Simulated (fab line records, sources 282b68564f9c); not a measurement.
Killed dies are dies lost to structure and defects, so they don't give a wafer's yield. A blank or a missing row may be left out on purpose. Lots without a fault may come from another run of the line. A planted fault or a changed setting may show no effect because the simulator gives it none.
Chamber matching | flow rit_cmos | RIT_GATE_ETCH_19 on rie_si-02: 4 sister chambers
The step etches poly-Si in SF6/CHF3/O2, stops on SiO2, time 165 s, target depth 312.5 nm. 14 wafers are shown with their chamber, then 7 later ones without.

WAFERS WITH THEIR CHAMBER
wafer  | chamber | drypump_motor_current_A (A) | throttle_valve_pct (%) | oes_product_au (a.u.)
L991.1 | 1       | 5.4                         | 10.28                  | 0.857
L991.2 | 0       | 5.7                         | 10.03                  | 0.845
L991.6 | 1       | 5.4                         | 10.28                  | 0.847
L993.1 | 0       | 5.7                         | 10.06                  | 0.850
L993.3 | 1       | 5.4                         | 10.27                  | 0.855
L993.6 | 1       | 5.5                         | 10.28                  | 0.856
L995.1 | 2       | 6.3                         | 10.39                  | 0.841
L995.3 | 3       | 5.1                         | 10.13                  | 0.836
L995.6 | 3       | 5.1                         | 10.14                  | 0.821
L997.1 | 3       | 5.1                         | 10.14                  | 0.834
L997.4 | 2       | 6.3                         | 10.40                  | 0.852
L997.6 | 1       | 5.4                         | 10.27                  | 0.864
L999.1 | 0       | 5.7                         | 10.04                  | 0.852
L999.2 | 2       | 6.3                         | 10.40                  | 0.843

SIGNATURES (means of the wafers above)
reading                 | chamber 0 | chamber 1 | chamber 2 | chamber 3 | scatter within a chamber
drypump_motor_current_A | 5.700     | 5.420     | 6.300     | 5.100     | 0.0283
throttle_valve_pct      | 10.0433   | 10.2760   | 10.3967   | 10.1367   | 0.00849
oes_product_au          | 0.84900   | 0.85580   | 0.84533   | 0.83033   | 0.00612
Rule: a wafer's distance from a chamber is the root of the sum, over the readings, of the square of ((its reading less the chamber's mean) divided by the reading's scatter). The wafer belongs to the nearest chamber; if the next one is less than 2 further off, it can't be placed. The scatter: the root of (the sum of the squares of (reading less its chamber's mean) over the shown wafers, divided by (wafers less chambers)).

WAFERS WITHOUT THEIR CHAMBER
wafer  | drypump_motor_current_A (A) | throttle_valve_pct (%) | oes_product_au (a.u.)
L999.3 | 5.4                         | 10.29                  | 0.869
L101.2 | 5.7                         | 10.06                  | 0.847
L101.4 | 5.1                         | 10.17                  | 0.842
L101.5 | 5.5                         | 10.26                  | 0.867
L103.1 | 5.1                         | 10.15                  | 0.836
L103.4 | 6.3                         | 10.40                  | 0.849
L103.5 | 6.3                         | 10.41                  | 0.845

WHICH CHAMBER EACH WENT THROUGH
wafer  | from the rows above | in truth
L999.3 | 1                   | 1
L101.2 | 0                   | 0
L101.4 | 3                   | 3
L101.5 | 1                   | 1
L103.1 | 3                   | 3
L103.4 | 2                   | 2
L103.5 | 2                   | 2
Placed correctly: 7 of 7. Can't be placed from these rows: 0. Placed wrongly: 0.
